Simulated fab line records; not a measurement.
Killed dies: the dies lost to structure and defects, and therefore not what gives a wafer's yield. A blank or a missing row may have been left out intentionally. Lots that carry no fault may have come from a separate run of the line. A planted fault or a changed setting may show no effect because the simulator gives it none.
Which tool was responsible? ; flow berkeley-cmos170 ; Sampling: 15 lots, 45 wafers, 3 of 331 route steps

## WHAT THE GAUGES SHOWED, per wafer
UCB170_ACTIVE_THK_MEAS_03. Usual: ACTIVE_OXIDE_THK typically reads 26.3 nm, with standard deviation 0.46.
lot;measured;on;ACTIVE_OXIDE_THK (nm);flag
L949;day 3 10:00;film-metro-02;25.9 25.9 26.0;
L950;day 3 20:05;film-metro-04;25.9 25.8 25.2;
L951;day 4 05:04;film-metro-01;25.8 25.8 26.2;
L954;day 4 16:23;film-metro-02;26.3 26.4 26.5;
L953;day 5 00:16;film-metro-02;26.9 26.9 27.3;
L956;day 5 11:36;film-metro-02;26.7 26.6 26.4;
L957;day 5 11:36;film-metro-01;26.3 26.0 25.9;
L958;day 5 19:34;film-metro-04;25.5 25.6 25.3;
L963;day 6 13:08;film-metro-02;27.1 26.6 26.5;
L962;day 6 13:08;film-metro-04;26.4 26.6 26.7;
L965;day 7 05:23;film-metro-01;26.1 26.6 26.3;
L968;day 7 22:40;film-metro-04;26.5 26.6 26.5;
L969;day 8 05:23;film-metro-04;26.6 26.5 26.7;
L970;day 8 14:26;film-metro-04;26.6 26.6 26.7;
L972;day 8 14:27;film-metro-02;26.9 26.7 26.9;

UCB170_ACTIVE_CD_MEAS_13: target cd 1200 nm. Usual: cd-nm 1200.0 nm, standard deviation 1.3.
lot;measured;on;cd-nm (nm);flag
L949;day 3 17:20;cd-sem-02;1199.8 1201.4 1199.3;
L950;day 4 10:22;cd-sem-02;1200.0 1199.6 1201.2;
L951;day 4 16:33;cd-sem-01;1202.0 1201.7 1200.9;
L954;day 4 23:17;cd-sem-02;1197.5 1198.9 1199.7;
L953;day 5 07:55;cd-sem-02;1200.1 1201.0 1201.3;
L956;day 5 19:06;cd-sem-01;1200.1 1200.1 1200.9;
L957;day 5 18:52;cd-sem-02;1199.7 1198.1 1198.6;
L958;day 6 05:29;cd-sem-02;1198.0 1200.9 1199.9;
L963;day 6 20:13;cd-sem-02;1198.7 1199.2 1200.2;
L962;day 6 19:58;cd-sem-01;1201.9 1202.3 1201.7;
L965;day 7 13:49;cd-sem-01;1200.0 1198.7 1198.8;
L968;day 8 07:02;cd-sem-01;1200.6 1198.5 1198.2;
L969;day 8 12:52;cd-sem-01;1200.5 1200.7 1200.7;
L970;day 8 21:47;cd-sem-01;1199.1 1199.6 1198.9;
L972;day 8 22:13;cd-sem-01;1200.2 1199.6 1199.6;

UCB170_SCREENOX_THK_MEAS_02. Usual: SCREENOX_OXIDE_THK typically reads 14.5 nm, with standard deviation 0.34.
lot;measured;on;SCREENOX_OXIDE_THK (nm);flag
L949;day 4 16:58;film-metro-04;14.5 14.4 14.4;
L950;day 5 10:43;film-metro-04;14.7 14.8 14.5;
L951;day 5 15:52;film-metro-04;14.8 14.8 14.6;
L954;day 5 23:52;film-metro-02;13.9 13.9 13.8;
L953;day 6 10:54;film-metro-04;14.9 14.6 14.6;
L956;day 6 22:53;film-metro-04;14.6 14.5 14.4;
L957;day 6 22:53;film-metro-02;14.3 14.0 14.3;
L958;day 7 08:40;film-metro-02;14.3 14.4 14.5;
L963;day 8 00:15;film-metro-02;14.2 14.0 14.0;
L962;day 8 00:16;film-metro-04;14.1 14.2 14.1;
L965;day 8 17:29;film-metro-04;13.8 14.2 14.0;
L968;day 9 09:11;film-metro-02;14.3 14.1 14.1;
L969;day 9 16:07;film-metro-01;15.4 15.4 14.9;
L970;day 9 21:41;film-metro-01;14.3 14.3 14.4;
L972;day 9 21:41;film-metro-04;14.4 14.7 14.5;

## EACH LOT AND THE TOOL THAT RAN IT (in order: tool; ch and the chambers of the sampled wafers; start)
Before these readings, the record contains no process step.

## AS READ BY THE TOOLS THEMSELVES (means over the sampled wafers that have a number; for cases with no such wafer, the mark the record gives instead)
The record holds no such reading with a usual standard deviation.

## THE ANSWER, worked out from the rows above alone
Rule: a lot counts as off when the mean over its wafers that have a number is more than 3 standard deviations away from the usual mean. A lot without any number at a reading at which 4 lots or more have one is off too. Any other lot the step has rows for is counted as sound. Order of review: gauges by route order, followed by the tools' own readings, for which a lot's mean as printed above is used. At the first step where some lot is off, the reading lying furthest off is the one used; lots without a number count as furthest.
No lot is off on any of the readings shown, so nothing can be concluded from this.

## WHAT THE SIMULATOR PUT IN
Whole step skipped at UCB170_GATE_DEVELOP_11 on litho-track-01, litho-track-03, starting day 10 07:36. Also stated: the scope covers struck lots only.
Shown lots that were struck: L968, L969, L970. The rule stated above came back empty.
